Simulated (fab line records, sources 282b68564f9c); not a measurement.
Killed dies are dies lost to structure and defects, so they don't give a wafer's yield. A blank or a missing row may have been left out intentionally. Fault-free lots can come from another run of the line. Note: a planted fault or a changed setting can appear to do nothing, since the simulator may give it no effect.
Which tool did it? || flow rit-cmos || Sampling: 14 lots, 42 wafers, 2 of 202 route steps

## WHAT THE GAUGES SHOWED, per wafer
No reading from a measuring or inspecting step in the record can be judged against a usual standard deviation.

## EACH LOT AND THE TOOL THAT RAN IT (in order: tool; ch and the chambers of the sampled wafers; start)
{"lot": "L318", "RIT_REOX_OXIDATION_03": "furnace-01 ch 0, day 2 16:07", "RIT_M1_PROBE_99": "-"}
{"lot": "L322", "RIT_REOX_OXIDATION_03": "furnace-03 ch 0, day 3 13:41", "RIT_M1_PROBE_99": "-"}
{"lot": "L324", "RIT_REOX_OXIDATION_03": "furnace-03 ch 0, day 4 04:31", "RIT_M1_PROBE_99": "-"}
{"lot": "L328", "RIT_REOX_OXIDATION_03": "furnace-03 ch 0, day 4 20:29", "RIT_M1_PROBE_99": "-"}
{"lot": "L329", "RIT_REOX_OXIDATION_03": "furnace-01 ch 0, day 5 02:50", "RIT_M1_PROBE_99": "-"}
{"lot": "L331", "RIT_REOX_OXIDATION_03": "furnace-03 ch 0, day 5 13:52", "RIT_M1_PROBE_99": "prober-02, day 6 09:03"}
{"lot": "L332", "RIT_REOX_OXIDATION_03": "furnace-03 ch 0, day 5 17:29", "RIT_M1_PROBE_99": "prober-01, day 6 12:25"}
{"lot": "L333", "RIT_REOX_OXIDATION_03": "furnace-04 ch 0, day 5 22:13", "RIT_M1_PROBE_99": "-"}
{"lot": "L335", "RIT_REOX_OXIDATION_03": "furnace-04 ch 0, day 6 04:37", "RIT_M1_PROBE_99": "prober-02, day 6 23:46"}
{"lot": "L336", "RIT_REOX_OXIDATION_03": "furnace-01 ch 0, day 6 13:51", "RIT_M1_PROBE_99": "prober-01, day 7 09:14"}
{"lot": "L337", "RIT_REOX_OXIDATION_03": "furnace-01 ch 0, day 6 18:44", "RIT_M1_PROBE_99": "-"}
{"lot": "L338", "RIT_REOX_OXIDATION_03": "furnace-01 ch 0, day 6 21:32", "RIT_M1_PROBE_99": "-"}
{"lot": "L339", "RIT_REOX_OXIDATION_03": "furnace-01 ch 0, day 7 02:29", "RIT_M1_PROBE_99": "-"}
{"lot": "L340", "RIT_REOX_OXIDATION_03": "furnace-04 ch 0, day 7 08:55", "RIT_M1_PROBE_99": "-"}
- RIT_REOX_OXIDATION_03: target thk 25.2 nm, ox time 5580 s.
- RIT_M1_PROBE_99

## WHAT THE TOOLS THEMSELVES READ (means of the sampled wafers that have a number; where no wafer has one, the mark that the record gives instead)
RIT_M1_PROBE_99. Usual: killed-at-contacts 0.0, standard deviation 0.22; killed-at-front-end 7, standard deviation 3.2; killed-dies 8, standard deviation 3.2; killed-on-rim 1.9, standard deviation 1.4; killed-open 3.7, standard deviation 2.1; killed-short 3.8, standard deviation 2.2.
{"lot": "L331", "tool": "prober-02", "killed-at-contacts": 0.0, "killed-at-front-end": 180, "killed-dies": 180, "killed-on-rim": 47.7, "killed-open": 2.0, "killed-short": 4.0, "flag": "OFF"}
{"lot": "L332", "tool": "prober-01", "killed-at-contacts": 0.0, "killed-at-front-end": 189, "killed-dies": 189, "killed-on-rim": 51.7, "killed-open": 1.7, "killed-short": 3.0, "flag": "OFF"}
{"lot": "L335", "tool": "prober-02", "killed-at-contacts": 0.0, "killed-at-front-end": 9, "killed-dies": 9, "killed-on-rim": 2.7, "killed-open": 3.7, "killed-short": 5.0, "flag": ""}
{"lot": "L336", "tool": "prober-01", "killed-at-contacts": 0.0, "killed-at-front-end": 7, "killed-dies": 7, "killed-on-rim": 2.0, "killed-open": 4.0, "killed-short": 3.3, "flag": ""}

## THE ANSWER, worked out from the rows above alone
Rule: lot off if the mean of its wafers having a number is beyond 3 standard deviations from the usual mean. Also off: a lot with no number at a reading for which 4 or more lots have one. All remaining lots with rows at the step are treated as sound. The gauges are gone through in route order, then the tools' own readings, and for those a lot's mean is taken as printed above. At the first step where some lot is off, the reading lying furthest off is the one used; lots without a number count as furthest.
Off: L331, L332, at RIT_M1_PROBE_99 (killed-at-front-end). Neither off nor sound, because the step has no rows for them: L318, L322, L324, L328, L329, L333, L337, L338, L339, L340.
A tool fits if, at that step or a process step before it, it ran every lot that is off, and no sound lot after the first of them. One candidate fits, namely furnace-03 at RIT_REOX_OXIDATION_03. It ran no sound lot before its first lot that is off in this sample, so the start can't be narrowed down.

## WHAT THE SIMULATOR HAD PUT IN
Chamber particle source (furnace-03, RIT_REOX_OXIDATION_03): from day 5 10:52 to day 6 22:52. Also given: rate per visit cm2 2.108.
Shown lots that were struck: L331, L332. Same finding as the rule above.
